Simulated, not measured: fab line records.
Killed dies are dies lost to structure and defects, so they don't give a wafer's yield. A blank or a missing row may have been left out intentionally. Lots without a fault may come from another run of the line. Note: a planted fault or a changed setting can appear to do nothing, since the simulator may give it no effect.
Comparing a struck lot with a sound one :: flow berkeley cmos170 :: 14 out of 331 route steps
Sound: these wafers, L237.2, L237.5, L237.6. Wafers struck: L246.1, L246.2, L246.4. Last of all comes the cause.
Per side, at each step with rows, come the tool, then ch with its chambers, and then its first start. Under that, the readings that differ: sound wafers :: struck wafers :: difference of the means :: sigmas: that difference in standard deviations of wafers without a fault.
alike: words and numbers the same on both sides, and readings whose means are apart by under 2 such deviations; not compared: readings that were withheld, readings missing a value for some wafer, numbers with overlapping values and no deviation given by the record, and bounds like >300 which may hide the same value.
The two part at a step that has a row with sigmas, a row that says differs or no value, or rows on one side only. Numbers that don't overlap but have no deviation are shown without sigmas and don't part them. Lack of a reading on every wafer of one side parts them only where that side has two or more wafers.

first, 1 step without rows for these wafers: UCB170_GATE_WET_ETCH_00 (etches SiO2 in dHF, time 200 s).
UCB170_FIELD_THK_MEAS_91:
  sound: film metro-02 at day 7 06:08; struck: film metro-04 at day 8 18:25
reading: FIELD_OXIDE_LEFT_2_THK (nm)
sound: 344 334 332
struck: 363 363 362
difference: +26
sigmas: +2
then, 1 step without rows for these wafers: UCB170_GATE_OXIDATION_01 (target thk 6.6 nm, ox time 1800 s).
UCB170_GATE_THK_MEAS_02:
  sound: film metro-04 at day 7 08:11; struck: film metro-04 at day 9 00:05
  alike: GATE_OXIDE_THK
then, 2 steps without rows for these wafers: UCB170_GATE_ANNEAL_03 (time 1800 s); UCB170_GATE_CVD_04 (deposits poly-Si from SiH4, time 1440 s, target thk 214 nm).
UCB170_GATE_THK_MEAS_05:
  sound: film metro-03 at day 7 12:53; struck: film metro-03 at day 9 04:43
  alike: GATE_POLY_THK
then, 5 steps without rows for these wafers: UCB170_GATE_COAT_06; UCB170_GATE_COAT_07 (resist thk 900 nm); UCB170_GATE_SOFTBAKE_08 (time 60 s); UCB170_GATE_EXPOSE_09 (exposes mask POLY, target cd 350 nm); UCB170_GATE_PEB_10.
UCB170_GATE_DEVELOP_11: develop time 45 s.
  sound on litho track-02 ch 0, day 7 13:00; struck on litho track-02, day 9 06:00
  no value came back on the struck wafers for chill plate temp C (C), develop time s (s); on the sound wafers chill plate temp C (C) reads 22.97 22.94 22.89
reading: model.KrF_of_GATE_COAT_07.thk nm (nm)
sound: 877.7 876.7 877.5
struck: 890.1 891.1 887.5
difference: +12.3
sigmas: 
UCB170_GATE_CD_MEAS_12: target cd 350 nm.
  sound: cd sem-02 at day 7 14:06; struck: cd sem-02 at day 9 06:53
reading: cd nm (nm)
sound: 348.4 348.1 347.4
struck: - - -
difference: no value on the struck wafers
sigmas: 

## WHERE THEY PART
At UCB170_FIELD_THK_MEAS_91 first; at UCB170_GATE_CD_MEAS_12 last (within this record only).

WHY: whatever the simulator had introduced
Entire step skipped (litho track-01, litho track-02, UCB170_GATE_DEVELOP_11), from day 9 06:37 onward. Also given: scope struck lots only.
